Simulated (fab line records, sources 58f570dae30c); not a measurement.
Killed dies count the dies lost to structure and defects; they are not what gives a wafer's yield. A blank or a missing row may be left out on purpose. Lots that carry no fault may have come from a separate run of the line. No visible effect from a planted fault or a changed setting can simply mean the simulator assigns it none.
Lot-split experiment :: flow berkeley-cmos170 :: 5 lots, 23 wafers read, on a route of 331 steps

## THE SPLIT
At UCB170_M2_METAL_ETCH_18 (etches Al in Cl2/BCl3, stops on SiO2, target depth 1170 nm, time 195 s), the setting time-s was moved away from the recipe's 195 s on 8 of the 23 wafers read, by +9.6% to +14.2%. For the rest of the wafers, this setting stayed at what the recipe calls for.

Split to reading: the file shows no intervening step.

## THE READING
oes-product-au, in a.u., at UCB170_M2_STRIP_19 (strips in O2). On this fab line, fault-free wafers typically give 0.546 a.u. with a standard deviation of 0.0095 a.u.

wafer: L075.1
tool, chamber at the split: rie-metal-03, 1
time-s as run, s: 195
against the recipe: recipe
oes-product-au, a.u.: 0.531
against lot-mates on the recipe: -

wafer: L075.3
tool, chamber at the split: rie-metal-03, 1
time-s as run, s: 195
against the recipe: recipe
oes-product-au, a.u.: 0.547
against lot-mates on the recipe: -

wafer: L075.4
tool, chamber at the split: rie-metal-03, 1
time-s as run, s: 215.6
against the recipe: +10.6%
oes-product-au, a.u.: 0.467
against lot-mates on the recipe: -0.072

wafer: L075.5
tool, chamber at the split: rie-metal-03, 1
time-s as run, s: 215.6
against the recipe: +10.6%
oes-product-au, a.u.: 0.465
against lot-mates on the recipe: -0.074

wafer: L075.6
tool, chamber at the split: rie-metal-03, 1
time-s as run, s: 215.6
against the recipe: +10.6%
oes-product-au, a.u.: 0.463
against lot-mates on the recipe: -0.076

wafer: L078.4
tool, chamber at the split: rie-metal-04, 0
time-s as run, s: 195
against the recipe: recipe
oes-product-au, a.u.: 0.533
against lot-mates on the recipe: -

wafer: L078.5
tool, chamber at the split: rie-metal-04, 1
time-s as run, s: 195
against the recipe: recipe
oes-product-au, a.u.: 0.558
against lot-mates on the recipe: -

wafer: L078.6
tool, chamber at the split: rie-metal-04, 0
time-s as run, s: 195
against the recipe: recipe
oes-product-au, a.u.: 0.539
against lot-mates on the recipe: -

wafer: L079.1
tool, chamber at the split: rie-metal-03, 1
time-s as run, s: 195
against the recipe: recipe
oes-product-au, a.u.: 0.543
against lot-mates on the recipe: -

wafer: L079.3
tool, chamber at the split: rie-metal-03, 1
time-s as run, s: 195
against the recipe: recipe
oes-product-au, a.u.: 0.548
against lot-mates on the recipe: -

wafer: L079.4
tool, chamber at the split: rie-metal-03, 1
time-s as run, s: 195
against the recipe: recipe
oes-product-au, a.u.: 0.543
against lot-mates on the recipe: -

wafer: L079.5
tool, chamber at the split: rie-metal-03, 1
time-s as run, s: 195
against the recipe: recipe
oes-product-au, a.u.: 0.546
against lot-mates on the recipe: -

wafer: L079.6
tool, chamber at the split: rie-metal-03, 1
time-s as run, s: 195
against the recipe: recipe
oes-product-au, a.u.: 0.545
against lot-mates on the recipe: -

wafer: L080.1
tool, chamber at the split: rie-metal-03, 0
time-s as run, s: 213.8
against the recipe: +9.6%
oes-product-au, a.u.: 0.482
against lot-mates on the recipe: -0.063

wafer: L080.2
tool, chamber at the split: rie-metal-03, 1
time-s as run, s: 213.8
against the recipe: +9.6%
oes-product-au, a.u.: 0.483
against lot-mates on the recipe: -0.062

wafer: L080.3
tool, chamber at the split: rie-metal-03, 0
time-s as run, s: 195
against the recipe: recipe
oes-product-au, a.u.: 0.542
against lot-mates on the recipe: -

wafer: L080.4
tool, chamber at the split: rie-metal-03, 1
time-s as run, s: 195
against the recipe: recipe
oes-product-au, a.u.: 0.546
against lot-mates on the recipe: -

wafer: L080.6
tool, chamber at the split: rie-metal-03, 1
time-s as run, s: 195
against the recipe: recipe
oes-product-au, a.u.: 0.548
against lot-mates on the recipe: -

wafer: L083.1
tool, chamber at the split: rie-metal-04, 0
time-s as run, s: 195
against the recipe: recipe
oes-product-au, a.u.: 0.537
against lot-mates on the recipe: -

wafer: L083.2
tool, chamber at the split: rie-metal-04, 1
time-s as run, s: 222.7
against the recipe: +14.2%
oes-product-au, a.u.: 0.459
against lot-mates on the recipe: -0.078

wafer: L083.3
tool, chamber at the split: rie-metal-04, 0
time-s as run, s: 195
against the recipe: recipe
oes-product-au, a.u.: 0.537
against lot-mates on the recipe: -

wafer: L083.4
tool, chamber at the split: rie-metal-04, 1
time-s as run, s: 222.7
against the recipe: +14.2%
oes-product-au, a.u.: 0.462
against lot-mates on the recipe: -0.075

wafer: L083.5
tool, chamber at the split: rie-metal-04, 1
time-s as run, s: 222.7
against the recipe: +14.2%
oes-product-au, a.u.: 0.454
against lot-mates on the recipe: -0.083

FIT RESULTS
A straight line over all 23 wafers: oes-product-au changes by -0.00639 a.u. for each +1% of time-s; r = -0.98; the points scatter about the line by 0.0073 a.u.
The same after taking each lot's own level away (the mean of its wafers on the recipe; 23 wafers): -0.00608 a.u. for each +1%; r = -0.98; scatter 0.007 a.u.
That fit puts the effect of the largest move of time-s on the reading at 0.086 a.u.
The lots' own levels span 0.5370 to 0.5453 a.u., that is 0.9 times the standard deviation above.
The two slopes are in agreement: the lot-to-lot level therefore moves the slope only a little.
Check: with one of the wafers moved furthest among these (+14.2%) left out of the fit, the line predicts -0.0891 a.u. for it against its lot-mates. It came out at -0.078 a.u. against them.

## THE OTHER SPLITS THESE WAFERS WENT THROUGH
Before the reading, these wafers also passed through other splits. Each is held against what the fit with the lots' levels taken away leaves over:
other split on the same wafers: UCB170_SILICIDE_SPUTTER_01 power-w
wafers away from the commonest value: 4
r with oes-product-au (lot level and that fit taken away): +0.03

other split on the same wafers: UCB170_M1_SPUTTER_00 power-w
wafers away from the commonest value: 7
r with oes-product-au (lot level and that fit taken away): +0.06

other split on the same wafers: UCB170_M1_PEB_07 peb-temp-c
wafers away from the commonest value: 7
r with oes-product-au (lot level and that fit taken away): -0.20

other split on the same wafers: UCB170_M1_METAL_ETCH_12 icp-w
wafers away from the commonest value: 7
r with oes-product-au (lot level and that fit taken away): -0.11

other split on the same wafers: UCB170_M2_SPUTTER_01 power-w
wafers away from the commonest value: 7
r with oes-product-au (lot level and that fit taken away): -0.09

## THE WHOLE CHAIN: every reading that the file lists as answering this split, in the file's order
step: UCB170_M2_METAL_ETCH_18
what it does: etches Al in Cl2/BCl3, stops on SiO2, target depth 1170 nm, time 195 s
reading: KrF_of_M2_COAT_10.thk-nm (the simulator's own value, which no gauge read)
change (the file's fit): -5.94 nm for each +1% of the setting
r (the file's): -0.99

step: UCB170_M2_METAL_ETCH_18
what it does: etches Al in Cl2/BCl3, stops on SiO2, target depth 1170 nm, time 195 s
reading: SiO2_of_V1_CVD_00.thk-nm (the simulator's own value, which no gauge read)
change (the file's fit): -0.603 nm for each +1% of the setting
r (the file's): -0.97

step: UCB170_M2_STRIP_19
what it does: strips in O2
reading: oes-product-au
change (the file's fit): -0.00614 a.u. for each +1% of the setting
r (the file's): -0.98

## THE FILE'S OWN FIT
oes-product-au changes by -0.00614 a.u. for each +1% of time-s, r = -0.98.
